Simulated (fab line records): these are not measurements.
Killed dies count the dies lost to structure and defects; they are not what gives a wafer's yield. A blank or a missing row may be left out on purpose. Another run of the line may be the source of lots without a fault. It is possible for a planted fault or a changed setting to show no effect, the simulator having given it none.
What tool caused it? :: flow rit cmos :: 13 lots, 39 wafers sampled, at 2 steps of a route of 202

== WHAT THE GAUGES SHOWED, per wafer ==
RIT_SDANNEAL_RS_MEAS_07: measurement is done with a four-point probe. Usual: NLDD_RS 154.6 ohm/sq, standard deviation 0.69.
lot: L189
measured: day 3 01:49
on: film metro-03
NLDD_RS (ohm/sq): 155.1 155.5 155.3
flag: 

lot: L190
measured: day 3 07:38
on: film metro-04
NLDD_RS (ohm/sq): 156.1 155.6 155.2
flag: 

lot: L191
measured: day 3 11:25
on: film metro-04
NLDD_RS (ohm/sq): 153.9 153.6 154.3
flag: 

lot: L192
measured: day 3 16:47
on: film metro-02
NLDD_RS (ohm/sq): 154.4 154.2 154.1
flag: 

lot: L193
measured: day 3 21:05
on: film metro-04
NLDD_RS (ohm/sq): 154.9 155.0 154.7
flag: 

lot: L194
measured: day 4 03:19
on: film metro-02
NLDD_RS (ohm/sq): 155.4 155.0 155.3
flag: 

lot: L195
measured: day 4 08:56
on: film metro-04
NLDD_RS (ohm/sq): 154.1 154.6 154.0
flag: 

lot: L202
measured: day 5 19:56
on: film metro-04
NLDD_RS (ohm/sq): - - -
flag: OFF

lot: L203
measured: day 5 23:44
on: film metro-02
NLDD_RS (ohm/sq): - - -
flag: OFF

lot: L204
measured: day 6 04:23
on: film metro-02
NLDD_RS (ohm/sq): - - -
flag: OFF

lot: L206
measured: day 6 16:11
on: film metro-02
NLDD_RS (ohm/sq): 154.6 154.1 154.3
flag: 

lot: L210
measured: day 7 11:23
on: film metro-03
NLDD_RS (ohm/sq): 154.4 154.4 154.3
flag: 

lot: L212
measured: day 8 01:45
on: film metro-03
NLDD_RS (ohm/sq): 154.4 154.0 154.7
flag: 

== WHAT TOOL EACH LOT RAN ON (gives the tool, then ch and the chambers of the sampled wafers, and finally the start) ==
lot: L189
RIT_NLDD_IMPLANT_08: implanter-01 ch 0, day 2 17:35

lot: L190
RIT_NLDD_IMPLANT_08: implanter-02 ch 0, day 2 23:23

lot: L191
RIT_NLDD_IMPLANT_08: implanter-04 ch 0, day 3 03:02

lot: L192
RIT_NLDD_IMPLANT_08: implanter-01 ch 0, day 3 08:34

lot: L193
RIT_NLDD_IMPLANT_08: implanter-04 ch 0, day 3 13:00

lot: L194
RIT_NLDD_IMPLANT_08: implanter-01 ch 0, day 3 18:01

lot: L195
RIT_NLDD_IMPLANT_08: implanter-01 ch 0, day 4 00:26

lot: L202
RIT_NLDD_IMPLANT_08: implanter-04 ch 0, day 5 11:34

lot: L203
RIT_NLDD_IMPLANT_08: implanter-04 ch 0, day 5 15:43

lot: L204
RIT_NLDD_IMPLANT_08: implanter-04 ch 0, day 5 20:08

lot: L206
RIT_NLDD_IMPLANT_08: implanter-01 ch 0, day 6 08:07

lot: L210
RIT_NLDD_IMPLANT_08: implanter-02 ch 0, day 7 03:11

lot: L212
RIT_NLDD_IMPLANT_08: implanter-01 ch 0, day 7 17:01
- RIT_NLDD_IMPLANT_08

== WHAT THE TOOLS THEMSELVES READ (means of the sampled wafers that have a number; where no wafer has one, the mark that the record gives instead) ==
The record holds no such reading with a usual standard deviation.

== THE ANSWER, worked out from the rows above alone ==
Rule: lot off if the mean of its wafers having a number is beyond 3 standard deviations from the usual mean. Also off: a lot with no number at a reading for which 4 or more lots have one. All remaining lots with rows at the step are treated as sound. After the gauges, taken in route order, come the tools' own readings; for these a lot's mean is taken, as printed above. The first step at which some lot is off is used, and at that step the reading that is off furthest; a lot without a number counts as furthest.
Off: at RIT_SDANNEAL_RS_MEAS_07 (NLDD_RS), L202, L203, L204. Without a number there: L202, L203, L204.
If a tool, at a process step before that reading, ran all the lots that are off and no sound lot after the first of them, it fits. Those tools and the gauges at RIT_SDANNEAL_RS_MEAS_07 are tried in the same way. One candidate fits, namely implanter-04 at RIT_NLDD_IMPLANT_08. A fault onset in the window from L193 (day 3 13:00, its last sound lot) to L202 (day 5 11:34, its first lot off) fits.

== WHAT THE SIMULATOR PUT IN ==
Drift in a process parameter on implanter-04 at RIT_NLDD_IMPLANT_08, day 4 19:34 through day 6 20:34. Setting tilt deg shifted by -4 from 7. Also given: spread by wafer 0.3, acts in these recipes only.
Shown lots that were struck: L202, L203, L204. The same result came from the rule above.
